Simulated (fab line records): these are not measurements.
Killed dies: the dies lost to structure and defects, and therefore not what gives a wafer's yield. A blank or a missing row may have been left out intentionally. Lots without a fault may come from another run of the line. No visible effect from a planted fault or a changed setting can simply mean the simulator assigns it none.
Struck lot and sound lot, side by side    flow ritCmos    17 steps out of a route of 202
Sound: wafers L253.2, L253.3, L253.5. Wafers struck: L260.1, L260.4, L260.6. At the end, the cause is stated.
Order at every step that has rows: each side's tool, ch and its chambers, its first start. Under that, the readings that differ: sound wafers    struck wafers    difference of the means    sigmas: that difference in standard deviations of wafers without a fault.
alike: words and numbers the same on both sides, and readings whose means are apart by under 2 such deviations; not compared: readings that were withheld, readings missing a value for some wafer, numbers with overlapping values and no deviation given by the record, and bounds like >300 which may hide the same value.
A row with sigmas, a row that says differs or no value, or rows on one side alone: a step with any of these is where the two part. Numbers that don't overlap but have no deviation are shown without sigmas and don't part them. A reading that every wafer of one side lacks parts them only if that side has two wafers or more.

first, 1 step without rows for these wafers: RIT_PWELL_DEVELOP_05 (develop time 68 s).
RIT_PWELL_OVL_MEAS_06:
  struck on overlay-02, day 4 19:58; sound on overlay-01, day 3 09:08
  alike: PWELL_OVL
then, 2 steps without rows for these wafers: RIT_PWELL_HARDBAKE_07 (time 120 s); RIT_PWELL_IMPLANT_08.
RIT_PWELL_STRIP_09: strips in O2, time 180 s.
  sound on plasmaAsher-03 ch 0,1, day 3 09:38; struck on plasmaAsher-04 ch 0,1, day 4 20:23
  alike: drypumpMotorCurrentA
  not compared: rfHoursCounterH
RIT_PWELL_TW_MEAS_10:
  struck on filmMetro-04, day 4 20:34; sound on filmMetro-02, day 3 09:50
  alike: PWELL_TW
then, 1 step without rows for these wafers: RIT_WELLDRIVE_ANNEAL_00 (time 14700 s).
RIT_WELLDRIVE_RS_MEAS_01: the measuring method here is four-point-probe.
  struck on filmMetro-04, day 5 01:43; sound on filmMetro-02, day 3 14:59
  alike: NWELL_RS
RIT_WELLDRIVE_RS_MEAS_02: the measuring method here is four-point-probe.
  struck on filmMetro-04, day 5 01:50; sound on filmMetro-02, day 3 15:06
  alike: PWELL_RS
then, 3 steps without rows for these wafers: RIT_NRETRO_HMDS_00 (prime time 60 s); RIT_NRETRO_COAT_01 (resist thk 1300 nm); RIT_NRETRO_SOFTBAKE_02 (time 60 s).
RIT_NRETRO_EXPOSE_03: exposes mask M4, target cd 43900 nm.
  sound on ilineStepper-02 ch 0, day 3 15:40; struck on ilineStepper-01 ch 0, day 5 02:32
reading                       sound                 struck                difference  sigmas
model.NRETRO.overlayXNm (nm)  0.4724 0.4724 0.4724  -180.5 -180.5 -180.5  -181.0      
  alike: mask
then, 2 steps without rows for these wafers: RIT_NRETRO_PEB_04; RIT_NRETRO_DEVELOP_05 (develop time 68 s).
RIT_NRETRO_OVL_MEAS_06:
  struck on overlay-01, day 5 03:10; sound on overlay-02, day 3 16:05
reading          sound          struck                difference  sigmas
NRETRO_OVL (nm)  -1.3 0.4 -0.6  -181.1 -178.6 -180.1  -179.4      -99 or more
  not compared: hold
RIT_M1_PROBE_99:
  rows exist in the record for the sound wafers here (prober-01, day 4 19:13), none for the struck ones

== WHERE THEY PART ==
At RIT_NRETRO_OVL_MEAS_06 first; at RIT_M1_PROBE_99 last (within this record only).

WHY: what had been put in by the simulator
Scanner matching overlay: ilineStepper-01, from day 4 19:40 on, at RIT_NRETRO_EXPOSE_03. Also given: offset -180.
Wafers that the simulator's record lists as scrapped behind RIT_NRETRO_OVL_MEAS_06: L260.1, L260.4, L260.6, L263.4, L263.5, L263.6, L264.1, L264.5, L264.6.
